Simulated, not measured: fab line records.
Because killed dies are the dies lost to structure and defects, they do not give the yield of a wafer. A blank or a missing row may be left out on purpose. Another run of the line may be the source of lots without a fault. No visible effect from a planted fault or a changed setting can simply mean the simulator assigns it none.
fab line records + flow berkeleyCmos170
record
- lots=5
- wafers=27
route steps=331 shown M1@250 M3@327
startH: hours from the record's first day to the start of the lot's first wafer shown + waitH: hours elapsed since this lot's preceding step + " identical to the entry in the row above + L1.1+2: a single row standing in for several wafers + - value missing, or start not given + * or withheld: withheld + < > ~ a bound
route shown NAME@n: a module of which the file shows steps, and the number in the route of the first + usual: mean and standard deviation over wafers with no fault + same: alike in all rows + chamber/n: place in a boat + sites: readings site by site + _std_site: standard deviation across them + _edge_site: the outer-site mean with the inner-site mean subtracted + radiusMm: for every site, how far away it sits from the centre of the wafer + mask NAME#n: copy n + behind: the last tool/chamber to shape the wafer + hold: cause of the lot's hold/its duration in hours/its outcome + device: transistor that didn't switch, given as n, p or np + end of line: the tests these same wafers got at the end of their route + where a step has no rows: the recipe by itself + killed: at the first sort, the dies lost to defects and structure; wafer yield is something else + map: the dies of a wafer, with x for killed, . for not killed, _ for no die there
set.NAME: the setting as run; set.NAME@STEP: as run at that earlier step + model.NAME: the simulator's own value behind a step, which no gauge read
lots with deliberately changed settings; one table per step, one row per wafer
## steps
# step UCB170_M1_METAL_ETCH_12
# recipe
- chemistry=Cl2/BCl3
- target=Al
- stopOn=PSG
- pressureMtorr=12
- targetDepthA=7800
- overEtchFrac=0.3
- timeS=130
- icpW=600
- biasW=120
- Cl2_flow_sccm=90
- bcl3FlowSccm=45
| lot.wafer | tool        | chamber | startH | waitH | set.timeS | model.KrF_of_M1_COAT_04.thkNm | model.M1.featureDepthNm | model.PSG_of_CONTACT_CVD_01.thkNm |
|-----------|-------------|---------|--------|-------|-----------|-------------------------------|-------------------------|-----------------------------------|
| L078.1    | rieMetal-02 | 0       | 209.62 | -     | 130       | -                             | -                       | -                                 |
| L078.2    | "           | 1       | "      | "     | 130       | 436.7                         | 632.6                   | 652.8                             |
| L078.3    | "           | 1       | "      | "     | 176.6     | 277.6                         | 658.8                   | 634.5                             |
| L078.4    | "           | 0       | "      | "     | 130       | 438                           | 621.8                   | 649                               |
| L078.5+6  | "           | 0,1     | "      | "     | 176.6     | -                             | -                       | -                                 |
| L079.1    | rieMetal-04 | 1       | 210.64 | -     | 130       | 444                           | 646.1                   | 653.4                             |
| L079.2    | "           | 0       | "      | "     | 130       | 444.9                         | 646.4                   | 652.6                             |
| L079.3    | "           | 1       | "      | "     | 130       | -                             | -                       | -                                 |
| L079.4+6  | "           | 0,1     | "      | "     | 83.13     | -                             | -                       | -                                 |
| L079.5    | "           | 0       | "      | "     | 83.13     | 605.2                         | 488.8                   | 665.6                             |
| L077.2    | rieMetal-03 | 0       | 211.40 | -     | 130       | 417.3                         | 654.8                   | 659.8                             |
| L077.3    | "           | 1       | "      | "     | 130       | 433.9                         | 646.9                   | 659.2                             |
| L077.6    | "           | 1       | "      | "     | 130       | 440.5                         | 645.1                   | 662.6                             |
| L084.1    | rieMetal-04 | 1       | 225.64 | -     | 153.6     | -                             | -                       | -                                 |
| L084.2+3  | "           | 0,1     | "      | "     | 130       | -                             | -                       | -                                 |
| L084.4    | "           | 0       | "      | "     | 130       | 450                           | 631.1                   | 661.8                             |
| L084.5    | "           | 1       | "      | "     | 153.6     | 364.3                         | 648.4                   | 658.9                             |
| L084.6    | "           | 0       | "      | "     | 153.6     | 369.4                         | 635.1                   | 656.2                             |
| L083.1    | rieMetal-03 | 1       | 225.85 | -     | 175.8     | 269.9                         | 656.6                   | 643.5                             |
| L083.2    | "           | 0       | "      | "     | 130       | 407                           | 647.3                   | 655.4                             |
| L083.3    | "           | 0       | "      | "     | 130       | 406.2                         | 640.2                   | 661.1                             |
| L083.4    | "           | 1       | "      | "     | 175.8     | 263.7                         | 653.1                   | 644.2                             |
| L083.5    | "           | 0       | "      | "     | 175.8     | 240.6                         | 657.9                   | 642.6                             |
| L083.6    | "           | 1       | "      | "     | 130       | 430.9                         | 638.1                   | 662.8                             |
# step UCB170_M1_STRIP_13
# recipe
- chemistry=O2
- powerW=400
- pressureMtorr=3500
- platenTempC=withheld
- o2FlowSccm=400
- overashFraction=0.5
# usual
- oesProductAu=0.720/0.0044
| lot.wafer | tool           | chamber | startH | waitH | set.timeS@M1_METAL_ETCH_12 | oesProductAu |
|-----------|----------------|---------|--------|-------|----------------------------|--------------|
| L078.1    | plasmaAsher-04 | 1       | 209.75 | 0.1   | 130                        | 0.722        |
| L078.2    | "              | 0       | "      | "     | 130                        | 0.721        |
| L078.3    | "              | 0       | "      | "     | 176.6                      | 0.613        |
| L078.4    | "              | 1       | "      | "     | 130                        | 0.728        |
| L078.5    | "              | 1       | "      | "     | 176.6                      | 0.602        |
| L078.6    | "              | 0       | "      | "     | 176.6                      | 0.614        |
| L079.1    | plasmaAsher-04 | 1       | 210.77 | 0.1   | 130                        | 0.721        |
| L079.2    | "              | 0       | "      | "     | 130                        | 0.724        |
| L079.3    | "              | 0       | "      | "     | 130                        | 0.716        |
| L079.4    | "              | 1       | "      | "     | 83.13                      | 0.729        |
| L079.5    | "              | 1       | "      | "     | 83.13                      | 0.719        |
| L079.6    | "              | 0       | "      | "     | 83.13                      | 0.725        |
| L077.2    | plasmaAsher-04 | 1       | 211.53 | 0.1   | 130                        | 0.718        |
| L077.3    | "              | 1       | "      | "     | 130                        | 0.715        |
| L077.6    | "              | 1       | "      | "     | 130                        | 0.721        |
| L084.1    | plasmaAsher-04 | 1       | 225.77 | 0.1   | 153.6                      | 0.695        |
| L084.2    | "              | 0       | "      | "     | 130                        | 0.720        |
| L084.3    | "              | 1       | "      | "     | 130                        | 0.719        |
| L084.4    | "              | 0       | "      | "     | 130                        | 0.723        |
| L084.5    | "              | 0       | "      | "     | 153.6                      | 0.692        |
| L084.6    | "              | 1       | "      | "     | 153.6                      | 0.703        |
| L083.1    | plasmaAsher-03 | 1       | 225.98 | 0.1   | 175.8                      | 0.603        |
| L083.2    | "              | 0       | "      | "     | 130                        | 0.722        |
| L083.3    | "              | 0       | "      | "     | 130                        | 0.713        |
| L083.4    | "              | 1       | "      | "     | 175.8                      | 0.600        |
| L083.5    | "              | 1       | "      | "     | 175.8                      | 0.576        |
| L083.6    | "              | 0       | "      | "     | 130                        | 0.708        |
# step UCB170_M1_CD_MEAS_90
# recipe
- targetCdNm=700
# usual
- cdNm=699.2/2.1
| lot.wafer | tool     | chamber | startH | waitH | set.timeS@M1_METAL_ETCH_12 | cdNm  |
|-----------|----------|---------|--------|-------|----------------------------|-------|
| L078.1    | cdSem-02 | -       | 209.85 | 0.1   | 130                        | 699.6 |
| L078.2    | "        | -       | "      | "     | 130                        | 699.9 |
| L078.3    | "        | -       | "      | "     | 176.6                      | 686.9 |
| L078.4    | "        | -       | "      | "     | 130                        | 696.7 |
| L078.5    | "        | -       | "      | "     | 176.6                      | 685.9 |
| L078.6    | "        | -       | "      | "     | 176.6                      | 687.6 |
| L079.1    | cdSem-02 | -       | 210.87 | 0.1   | 130                        | 700.6 |
| L079.2    | "        | -       | "      | "     | 130                        | 701.6 |
| L079.3    | "        | -       | "      | "     | 130                        | 698.1 |
| L079.4    | "        | -       | "      | "     | 83.13                      | 714.5 |
| L079.5    | "        | -       | "      | "     | 83.13                      | 714.3 |
| L079.6    | "        | -       | "      | "     | 83.13                      | 711.1 |
| L077.2    | cdSem-01 | -       | 211.65 | 0.1   | 130                        | 696.7 |
| L077.3    | "        | -       | "      | "     | 130                        | 699.1 |
| L077.6    | "        | -       | "      | "     | 130                        | 697.5 |
| L084.1    | cdSem-01 | -       | 225.87 | 0.1   | 153.6                      | 694.3 |
| L084.2    | "        | -       | "      | "     | 130                        | 698.9 |
| L084.3    | "        | -       | "      | "     | 130                        | 698.4 |
| L084.4    | "        | -       | "      | "     | 130                        | 699.6 |
| L084.5    | "        | -       | "      | "     | 153.6                      | 690.5 |
| L084.6    | "        | -       | "      | "     | 153.6                      | 697.0 |
| L083.1    | cdSem-01 | -       | 226.08 | 0.1   | 175.8                      | 687.6 |
| L083.2    | "        | -       | "      | "     | 130                        | 699.1 |
| L083.3    | "        | -       | "      | "     | 130                        | 698.8 |
| L083.4    | "        | -       | "      | "     | 175.8                      | 689.5 |
| L083.5    | "        | -       | "      | "     | 175.8                      | 686.4 |
| L083.6    | "        | -       | "      | "     | 130                        | 700.6 |
# step UCB170_M3_METAL_ETCH_18
# recipe
- chemistry=Cl2/BCl3
- target=Al
- stopOn=SiO2
- pressureMtorr=12
- targetDepthA=11700
- overEtchFrac=0.3
- timeS=195
- icpW=600
- biasW=120
- Cl2_flow_sccm=90
- bcl3FlowSccm=45
| lot.wafer | tool        | chamber | startH | waitH | set.timeS | model.M3.featureDepthNm | model.KrF_of_M3_COAT_10.thkNm | model.SiO2_of_V2_CVD_00.thkNm |
|-----------|-------------|---------|--------|-------|-----------|-------------------------|-------------------------------|-------------------------------|
| L078.1    | rieMetal-02 | 0       | 222.53 | -     | 286.6     | 994.2                   | 0                             | 906.3                         |
| L078.2    | "           | 1       | "      | "     | 195       | 949.9                   | 211.2                         | 937.7                         |
| L078.3    | "           | 1       | "      | "     | 286.6     | 993.5                   | 0                             | 905.6                         |
| L078.4    | "           | 0       | "      | "     | 195       | 959.7                   | 211.5                         | 937.9                         |
| L078.5    | "           | 1       | "      | "     | 286.6     | 993.6                   | 0                             | 905.2                         |
| L078.6    | "           | 0       | "      | "     | 195       | 962.6                   | 212.4                         | 938.6                         |
| L079.1    | rieMetal-01 | 0       | 225.00 | -     | 195       | 957.9                   | 179.9                         | 934.6                         |
| L079.2    | "           | 1       | "      | "     | 195       | 954.2                   | 217.7                         | 938.1                         |
| L079.3    | "           | 0       | "      | "     | 195       | 951.2                   | 180.8                         | 934.8                         |
| L079.4    | "           | 1       | "      | "     | 195       | 943.8                   | 216.7                         | 937.3                         |
| L079.5    | "           | 0       | "      | "     | 195       | 953.6                   | 170.3                         | 934.8                         |
| L079.6    | "           | 1       | "      | "     | 195       | 953.1                   | 220                           | 939.9                         |
| L077.2    | rieMetal-01 | 1       | 225.97 | -     | 195       | 953.5                   | 212.4                         | 938.6                         |
| L077.3    | "           | 1       | "      | "     | 195       | 952.4                   | 218.2                         | 938.5                         |
| L077.6    | "           | 0       | "      | "     | 195       | 947.6                   | 174.1                         | 934.9                         |
| L084.1    | rieMetal-02 | 1       | 237.16 | -     | 114.5     | 685.7                   | 487                           | 962                           |
| L084.2    | "           | 0       | "      | "     | 195       | 941.1                   | 208                           | 938.6                         |
| L084.3    | "           | 0       | "      | "     | 114.5     | 689.8                   | 487.3                         | 958.9                         |
| L084.4    | "           | 1       | "      | "     | 114.5     | 685.2                   | 490.4                         | 961.7                         |
| L084.5    | "           | 0       | "      | "     | 195       | 947.3                   | 208.3                         | 936.6                         |
| L084.6    | "           | 1       | "      | "     | 195       | 936.5                   | 215.2                         | 937.5                         |
| L083.1    | rieMetal-03 | 1       | 239.06 | -     | 277.5     | 986.6                   | 0                             | 907                           |
| L083.2    | "           | 0       | "      | "     | 277.5     | 990.7                   | 0                             | 904.6                         |
| L083.3    | "           | 0       | "      | "     | 195       | 972.2                   | 175.1                         | 934.9                         |
| L083.4    | "           | 1       | "      | "     | 195       | 949.1                   | 205.3                         | 937.5                         |
| L083.5    | "           | 1       | "      | "     | 195       | 949.6                   | 212                           | 939.2                         |
| L083.6    | "           | 0       | "      | "     | 277.5     | 987.9                   | 0                             | 903.6                         |
# step UCB170_M3_STRIP_19
# recipe
- chemistry=O2
- powerW=400
- pressureMtorr=3500
- platenTempC=withheld
- o2FlowSccm=400
- overashFraction=0.5
# usual
- oesProductAu=0.534/0.018
| lot.wafer | tool           | chamber | startH | waitH | set.timeS@M3_METAL_ETCH_18 | oesProductAu |
|-----------|----------------|---------|--------|-------|----------------------------|--------------|
| L078.1    | plasmaAsher-04 | 0       | 222.72 | 0.1   | 286.6                      | 0.316        |
| L078.2    | "              | 1       | "      | "     | 195                        | 0.545        |
| L078.3    | "              | 1       | "      | "     | 286.6                      | 0.320        |
| L078.4    | "              | 0       | "      | "     | 195                        | 0.542        |
| L078.5    | "              | 0       | "      | "     | 286.6                      | 0.315        |
| L078.6    | "              | 1       | "      | "     | 195                        | 0.548        |
| L079.1    | plasmaAsher-04 | 0       | 225.19 | 0.1   | 195                        | 0.509        |
| L079.2    | "              | 1       | "      | "     | 195                        | 0.541        |
| L079.3    | "              | 1       | "      | "     | 195                        | 0.515        |
| L079.4    | "              | 0       | "      | "     | 195                        | 0.549        |
| L079.5    | "              | 1       | "      | "     | 195                        | 0.504        |
| L079.6    | "              | 0       | "      | "     | 195                        | 0.553        |
| L077.2    | plasmaAsher-04 | 0       | 226.16 | 0.1   | 195                        | 0.544        |
| L077.3    | "              | 0       | "      | "     | 195                        | 0.557        |
| L077.6    | "              | 1       | "      | "     | 195                        | 0.501        |
| L084.1    | plasmaAsher-04 | 0       | 237.35 | 0.1   | 114.5                      | 0.731        |
| L084.2    | "              | 1       | "      | "     | 195                        | 0.539        |
| L084.3    | "              | 1       | "      | "     | 114.5                      | 0.726        |
| L084.4    | "              | 0       | "      | "     | 114.5                      | 0.722        |
| L084.5    | "              | 1       | "      | "     | 195                        | 0.536        |
| L084.6    | "              | 0       | "      | "     | 195                        | 0.544        |
| L083.1    | plasmaAsher-04 | 1       | 239.25 | 0.1   | 277.5                      | 0.316        |
| L083.2    | "              | 0       | "      | "     | 277.5                      | 0.312        |
| L083.3    | "              | 0       | "      | "     | 195                        | 0.503        |
| L083.4    | "              | 1       | "      | "     | 195                        | 0.539        |
| L083.5    | "              | 0       | "      | "     | 195                        | 0.545        |
| L083.6    | "              | 1       | "      | "     | 277.5                      | 0.314        |
# step UCB170_M3_CD_MEAS_90
# recipe
- targetCdNm=700
# usual
- cdNm=700/4
| lot.wafer | tool     | chamber | startH | waitH | set.timeS@M3_METAL_ETCH_18 | cdNm |
|-----------|----------|---------|--------|-------|----------------------------|------|
| L078.1    | cdSem-02 | -       | 222.82 | 0.1   | 286.6                      | 679  |
| L078.2    | "        | -       | "      | "     | 195                        | 700  |
| L078.3    | "        | -       | "      | "     | 286.6                      | 680  |
| L078.4    | "        | -       | "      | "     | 195                        | 703  |
| L078.5    | "        | -       | "      | "     | 286.6                      | 679  |
| L078.6    | "        | -       | "      | "     | 195                        | 701  |
| L079.1    | cdSem-02 | -       | 225.29 | 0.1   | 195                        | 697  |
| L079.2    | "        | -       | "      | "     | 195                        | 703  |
| L079.3    | "        | -       | "      | "     | 195                        | 698  |
| L079.4    | "        | -       | "      | "     | 195                        | 699  |
| L079.5    | "        | -       | "      | "     | 195                        | 695  |
| L079.6    | "        | -       | "      | "     | 195                        | 702  |
| L077.2    | cdSem-02 | -       | 226.28 | 0.1   | 195                        | 700  |
| L077.3    | "        | -       | "      | "     | 195                        | 699  |
| L077.6    | "        | -       | "      | "     | 195                        | 697  |
| L084.1    | cdSem-01 | -       | 237.48 | 0.1   | 114.5                      | 722  |
| L084.2    | "        | -       | "      | "     | 195                        | 706  |
| L084.3    | "        | -       | "      | "     | 114.5                      | 723  |
| L084.4    | "        | -       | "      | "     | 114.5                      | 720  |
| L084.5    | "        | -       | "      | "     | 195                        | 704  |
| L084.6    | "        | -       | "      | "     | 195                        | 703  |
| L083.1    | cdSem-01 | -       | 239.35 | 0.1   | 277.5                      | 683  |
| L083.2    | "        | -       | "      | "     | 277.5                      | 675  |
| L083.3    | "        | -       | "      | "     | 195                        | 699  |
| L083.4    | "        | -       | "      | "     | 195                        | 703  |
| L083.5    | "        | -       | "      | "     | 195                        | 705  |
| L083.6    | "        | -       | "      | "     | 277.5                      | 672  |
## key
split
- step=UCB170_M1_METAL_ETCH_12
- setting=timeS
- stated=130
- by=wafer
response
- step=UCB170_M1_METAL_ETCH_12
- reading=model.KrF_of_M1_COAT_04.thkNm
- change=-4.46
- per=1%
- r=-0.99
response
- step=UCB170_M1_METAL_ETCH_12
- reading=model.M1.featureDepthNm
- shape=bent
- atLowest=488.8
- atStated=640.9
- atHighest=658.8
response
- step=UCB170_M1_METAL_ETCH_12
- reading=model.PSG_of_CONTACT_CVD_01.thkNm
- change=-0.423
- per=1%
- r=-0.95
response
- step=UCB170_M1_STRIP_13
- reading=oesProductAu
- shape=bent
- atLowest=0.724
- atStated=0.719
- atHighest=0.610
response
- step=UCB170_M1_CD_MEAS_90
- reading=cdNm
- change=-0.338
- per=1%
- r=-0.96
split
- step=UCB170_M3_METAL_ETCH_18
- setting=timeS
- stated=195
- by=wafer
response
- step=UCB170_M3_METAL_ETCH_18
- reading=model.M3.featureDepthNm
- shape=bent
- atLowest=686.9
- atStated=952
- atHighest=993.8
response
- step=UCB170_M3_METAL_ETCH_18
- reading=model.KrF_of_M3_COAT_10.thkNm
- change=-5.22
- per=1%
- r=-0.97
response
- step=UCB170_M3_METAL_ETCH_18
- reading=model.SiO2_of_V2_CVD_00.thkNm
- change=-0.674
- per=1%
- r=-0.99
response
- step=UCB170_M3_STRIP_19
- reading=oesProductAu
- change=-0.00483
- per=1%
- r=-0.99
response
- step=UCB170_M3_CD_MEAS_90
- reading=cdNm
- change=-0.496
- per=1%
- r=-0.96
